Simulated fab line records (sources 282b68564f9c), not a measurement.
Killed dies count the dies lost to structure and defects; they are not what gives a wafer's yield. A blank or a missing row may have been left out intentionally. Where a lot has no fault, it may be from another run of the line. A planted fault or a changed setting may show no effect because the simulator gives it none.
The tool behind it: which one? -- flow rit-cmos -- Sampling: 7 lots, 21 wafers, 3 of 202 route steps

== WHAT THE GAUGES READ, wafer by wafer ==
RIT_SPACER_THK_MEAS_04.
lot,measured,on,SPACER_NITRIDE_THK (nm)
L750,day 3 12:27,film-metro-01,251.8 248.7 252.9
L752,day 3 23:14,film-metro-02,248.1 250.5 248.7
L756,day 4 21:16,film-metro-04,252.7 251.7 249.5
L758,day 5 04:28,film-metro-04,248.3 248.1 250.0
L761,day 6 04:56,film-metro-01,244.2 243.9 243.9
L763,day 7 01:24,film-metro-04,494.8 496.9 499.1
L768,day 8 02:26,film-metro-01,501.6 506.6 504.2

== TOOL THAT RAN EACH LOT (tool first, then ch and the chambers of the sampled wafers, then the start) ==
lot,RIT_NWELL_STRIP_09,RIT_SPACER_CVD_03
L750,"plasma-asher-01 ch 0,1, day 2 08:07","lpcvd-02 ch 1, day 3 10:32"
L752,"plasma-asher-04 ch 0,1, day 2 17:37","lpcvd-02 ch 1, day 3 21:20"
L756,"plasma-asher-03 ch 0,1, day 3 14:27","lpcvd-02 ch 0, day 4 19:20"
L758,"plasma-asher-01 ch 0,1, day 3 23:02","lpcvd-02 ch 1, day 5 02:32"
L761,"plasma-asher-04 ch 0,1, day 4 19:48","lpcvd-02 ch 1, day 6 03:01"
L763,"plasma-asher-01 ch 0, day 5 02:41","lpcvd-01 ch 1, day 6 20:50 and lpcvd-02 ch 1, day 6 23:29"
L768,"plasma-asher-03 ch 0,1, day 6 15:49","lpcvd-02 ch 1, day 7 22:26"
- RIT_NWELL_STRIP_09: strips in O2, time 180 s.
- RIT_SPACER_CVD_03: deposits Si3N4 from SiH2Cl2/NH3, target thk 250 nm, time 3300 s.

== THE ANSWER, worked out from the rows above alone ==
Rule: what is usual is taken from the lots themselves. Put in order of their means at a reading, lots are off if they are a third of the lots or fewer, leave a main group of 4 or more, and stand apart from it by a gap of 3 or more times the standard deviation of the main group's means; of several such gaps the widest counts. If all means in a main group match to the digits the tables above print for the reading, that group is not used. A lot without any number at a reading at which 4 lots or more have one is off too. Where the step has rows for the other lots, those lots are counted as sound.
Off: L763, L768, seen at RIT_SPACER_THK_MEAS_04 (SPACER_NITRIDE_THK). Mean 248.9 nm and standard deviation 2.6 in the main group.
If a tool, at a process step before that reading, ran all the lots that are off and no sound lot after the first of them, it fits. Those tools and the gauges at RIT_SPACER_THK_MEAS_04 are tried in the same way. One fits: RIT_SPACER_CVD_03 on lpcvd-02. A fault onset in the window from L761 (day 6 03:01, its last sound lot) to L763 (day 6 23:29, its first lot off) fits.

== WHAT THE SIMULATOR HAD PUT IN ==
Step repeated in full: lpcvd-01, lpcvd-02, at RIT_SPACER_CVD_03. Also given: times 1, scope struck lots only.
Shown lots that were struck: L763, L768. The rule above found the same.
